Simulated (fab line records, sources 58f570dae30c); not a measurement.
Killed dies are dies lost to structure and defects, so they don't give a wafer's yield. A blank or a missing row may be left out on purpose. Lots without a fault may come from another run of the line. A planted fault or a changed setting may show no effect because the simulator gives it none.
One fault seen from 2 desks | flow berkeley_cmos170 | each desk has only its own numbers; what lay behind them comes last

THE METROLOGY DESK
What the gauges read, lot by lot, whatever tool the lot ran on: means of the sampled wafers that have a number. A lot is out of limits, marked OUT, if its mean lies more than 4 standard deviations from the usual mean; the brackets give that distance.
Columns: A = cd_nm at UCB170_ACTIVE_CD_MEAS_13, usual 1199.7 nm; B = M1_AL_RS at UCB170_M1_RS_MEAS_01, usual 0.0487 ohm/sq; C = M1_AL_THK at UCB170_M1_THK_MEAS_02, usual 607 nm
lot  | first seen here | A      | B                | C
L307 | day 4 07:07     | 1198.4 | 0.0485           | 612
L308 | day 4 12:50     | 1198.8 | 0.0486           | 608
L309 | day 4 20:15     | 1198.6 | 0.0541 (+13) OUT | 554 (-8.9) OUT
L314 | day 5 18:44     | 1199.2 | 0.0541 (+13) OUT | 553 (-9.2) OUT
L313 | day 5 19:01     | 1198.8 | 0.0486           | 609
L318 | day 6 17:18     | 1198.4 | 0.0486           | 611
L320 | day 7 01:14     | 1199.1 | 0.0492           | 602
L321 | day 7 05:26     | 1200.5 | 0.0489           | 602
L322 | day 7 13:55     | 1201.1 | 0.0488           | 605
L325 | day 8 03:23     | 1200.0 | 0.0484           | 607
L327 | day 8 12:08     | 1197.3 | 0.0488           | 605
L328 | day 8 23:49     | 1199.2 | 0.0491           | 601
L329 | day 9 07:34     | 1198.4 | 0.0481           | 616
This desk's finding: out of limits on L309, L314; first on L309, day 7 20:58 (M1_AL_RS at UCB170_M1_RS_MEAS_01). In limits: L307, L308, L313, L318, L320, L321, L322, L325, L327, L328, L329.

THE TOOL OWNER'S DESK: pvd_sputter-04
The tool's own readings at UCB170_M1_SPUTTER_00 (material Al, target thk 600 nm, time 80 s): means of the sampled wafers that have a number, for each lot that ran on this tool. A lot is out of limits, marked OUT, if its mean lies more than 4 standard deviations from the usual mean; the brackets give that distance.
Columns: A = throttle_valve_pct at UCB170_M1_SPUTTER_00, usual 29.7 %
lot  | first seen here | A
L308 | day 7 08:06     | 29.3
L309 | day 7 20:54     | 29.8
L314 | day 8 20:57     | 30.5
L325 | day 11 07:47    | 30.2
L327 | day 11 18:24    | 30.2
L328 | day 12 03:54    | 30.0
This desk's finding: nothing out of limits on any of the 6 lots.

PUT TOGETHER
The metrology desk could have raised an alarm at day 7 20:58, on L309, L314.
The tool owner's desk saw nothing out of limits.
The tool owner's desk has L309, L314 on record, within its limits.
Of the lots named, all ran UCB170_M1_SPUTTER_00 on pvd_sputter-04.

WHAT THE SIMULATOR HAD PUT IN
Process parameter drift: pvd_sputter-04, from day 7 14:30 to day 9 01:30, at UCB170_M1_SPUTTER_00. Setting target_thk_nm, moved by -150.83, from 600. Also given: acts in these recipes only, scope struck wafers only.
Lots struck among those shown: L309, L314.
Hours from the fault's start to each desk's first reading out of limits: the metrology desk, 6.
